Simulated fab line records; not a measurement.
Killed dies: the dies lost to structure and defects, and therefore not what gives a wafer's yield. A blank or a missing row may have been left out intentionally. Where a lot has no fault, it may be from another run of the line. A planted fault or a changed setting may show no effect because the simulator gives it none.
Problem report in the 8D (eight disciplines) form, filled by code | flow berkeley-cmos170 | the parts of the form that need people (team, actions taken, sign-off) are left out

1. WHAT WENT WRONG
At UCB170_M2_METAL_ETCH_18, chamber-pressure-mTorr averages 5.991 mTorr over 3 wafers from 2 lots, while fault-free wafers read 12.000 mTorr, standard deviation 0.013. That is -99 or more standard deviations from the usual mean.
The step: etches Al in Cl2/BCl3, stops on SiO2, target depth 1170 nm, time 195 s.
The first sign was on wafer L506.2 at day 10 20:06, on rie-metal-02. Wafers with a number at this step in the record: 17, from 6 lots. The rule behind "out" and "out of limits": a value lying over 4 standard deviations away from the usual mean. All remaining wafers that have a number are taken as sound.

2. WHAT IT IS; WHAT IT IS NOT
question                    | is                     | is not
which readings at this step | chamber-pressure-mTorr | drypump-motor-current-A, oes-product-au, throttle-valve-pct
which lots                  | L506, L510             | L501, L503, L516, L518
which wafers of those lots  | L506.2, L510.1, L510.6 | L506.1, L506.4
read on which tools         | rie-metal-02           | rie-metal-01
when                        | from day 10 20:06      | up to then (8 sound wafers); but 6 sound wafers of L516, L518 came after

3. WHAT RULES OUT EACH SUSPECT
Counting: any tool at a process step up to the reading remains a suspect provided it ran every lot that is out. Sound lots after the first of them don't rule it out here, since some wafers of a struck lot are sound.
- rie-metal-02 at UCB170_M2_METAL_ETCH_18 (etches Al in Cl2/BCl3, stops on SiO2, target depth 1170 nm, time 195 s): kept. Every lot that is out went through it, the first being L506 (day 10 20:06); the last sound lot it ran before that was L501 (day 9 18:13). Out on those wafers are its own readings of chamber-pressure-mTorr.
- The sound lot-mates ran in chamber 0 of rie-metal-02 at UCB170_M2_METAL_ETCH_18, but the wafers that are out ran in chamber 1.
Remaining after the count: rie-metal-02 at UCB170_M2_METAL_ETCH_18.

4. THE CAUSE (what the simulator had put in)
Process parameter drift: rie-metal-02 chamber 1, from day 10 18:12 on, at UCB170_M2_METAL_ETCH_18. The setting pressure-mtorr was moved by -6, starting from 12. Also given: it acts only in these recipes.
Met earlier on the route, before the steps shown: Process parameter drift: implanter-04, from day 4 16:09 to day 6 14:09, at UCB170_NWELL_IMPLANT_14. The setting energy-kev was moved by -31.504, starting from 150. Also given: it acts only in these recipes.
Only this tool survived the counting.

5. SEQUENCE OF EFFECTS, ordered by route
Each row: a reading whose mean over the struck wafers that have a number lies more than 3 standard deviations from the usual. Readings are gone through only where the record gives a usual standard deviation; hours: the median, over the lots, of the time from a lot's start at the first step in this table giving one to that lot's start at this step; sigmas: the change measured in usual standard deviations.
hours | step                    | reading                | usual        | on struck wafers | change | sigmas
0     | UCB170_M2_METAL_ETCH_18 | chamber-pressure-mTorr | 12.000 mTorr | 5.991            | -6.009 | -99 or more
The process steps in it:
- UCB170_M2_METAL_ETCH_18: etches Al in Cl2/BCl3, stops on SiO2, target depth 1170 nm, time 195 s.

6. WHAT WOULD HAVE CAUGHT IT SOONER
In this record no reading fell out of limits until day 10 20:06, 2 hours after the fault had begun at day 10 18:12.
